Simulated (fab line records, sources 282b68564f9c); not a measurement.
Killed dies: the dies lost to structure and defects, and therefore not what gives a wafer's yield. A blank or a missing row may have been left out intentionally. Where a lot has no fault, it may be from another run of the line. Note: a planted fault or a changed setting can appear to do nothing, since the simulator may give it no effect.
The same fault as seen by 2 desks -- flow ritCmos -- each desk has only its own numbers; what lay behind them comes last

== THE METROLOGY DESK ==
Lot by lot, what the gauges showed, no matter which tool ran the lot: averages of those sampled wafers that carry a number. Any lot whose mean is over 4 standard deviations away from the usual mean is out of limits and marked OUT; that distance is given in the brackets. Of its 14 readings 7 are shown: those that lie furthest out on some lot.
Columns: A = PLDD_RS at RIT_SDANNEAL_RS_MEAS_06, usual 178.3 ohm/sq; B = NLDD_RS at RIT_SDANNEAL_RS_MEAS_07, usual 151.4 ohm/sq; C = SILICIDE_TI_RS at RIT_SILICIDE_RS_MEAS_02, usual 47.7 ohm/sq; D = CONTACT_OVL at RIT_CONTACT_OVL_MEAS_09, usual -1.2 nm; E = M1_AL_RS at RIT_M1_RS_MEAS_01, usual 0.0734 ohm/sq; F = M1_AL_THK at RIT_M1_THK_MEAS_02, usual 400 nm; G = cdNm at RIT_M1_CD_MEAS_09, usual 2600.6 nm
lot,first seen here,A,B,C,D,E,F,G
L765,day 4 17:50,178.5,150.5,47.7,-1.7,0.0725,405,2601.3
L768,day 5 08:59,178.1,152.1,48.4,-3.8,0.0743,398,2596.4
L773,day 6 09:29,178.5,151.1,47.2,-3.6,0.0731,404,2598.2
L775,day 6 19:31,178.3,151.1,47.1,-0.9,0.0733,402,2600.0
L778,day 7 11:03,178.0,150.7,47.4,0.8,0.0721,406,2597.7
L780,day 7 20:49,177.6,151.9,47.4,0.3,0.0726,402,2604.2
This desk's verdict: no lot among the 6 shows anything out of limits.

== DESK OF THE TOOL OWNER: rtpAnneal-02 ==
The tool's own readings at RIT_SILICIDE_RTA_04 (time 10 s, ramp up 5 s, ramp down 5 s): means of the sampled wafers that have a number, for each lot that ran on this tool. Any lot whose mean is over 4 standard deviations away from the usual mean is out of limits and marked OUT; that distance is given in the brackets.
Columns: A = wafer_temp_C_max at RIT_SILICIDE_RTA_04, usual 653.0
lot,first seen here,A
L765,day 4 18:40,654.1
L773,day 6 10:19,653.5
L775,day 6 20:19,654.0
This desk's verdict: no lot among the 3 shows anything out of limits.

== BROUGHT TOGETHER ==
From the metrology desk's view, nothing was out of limits.
Nothing out of limits was seen by the tool owner's desk.

== WHAT THE SIMULATOR PUT IN ==
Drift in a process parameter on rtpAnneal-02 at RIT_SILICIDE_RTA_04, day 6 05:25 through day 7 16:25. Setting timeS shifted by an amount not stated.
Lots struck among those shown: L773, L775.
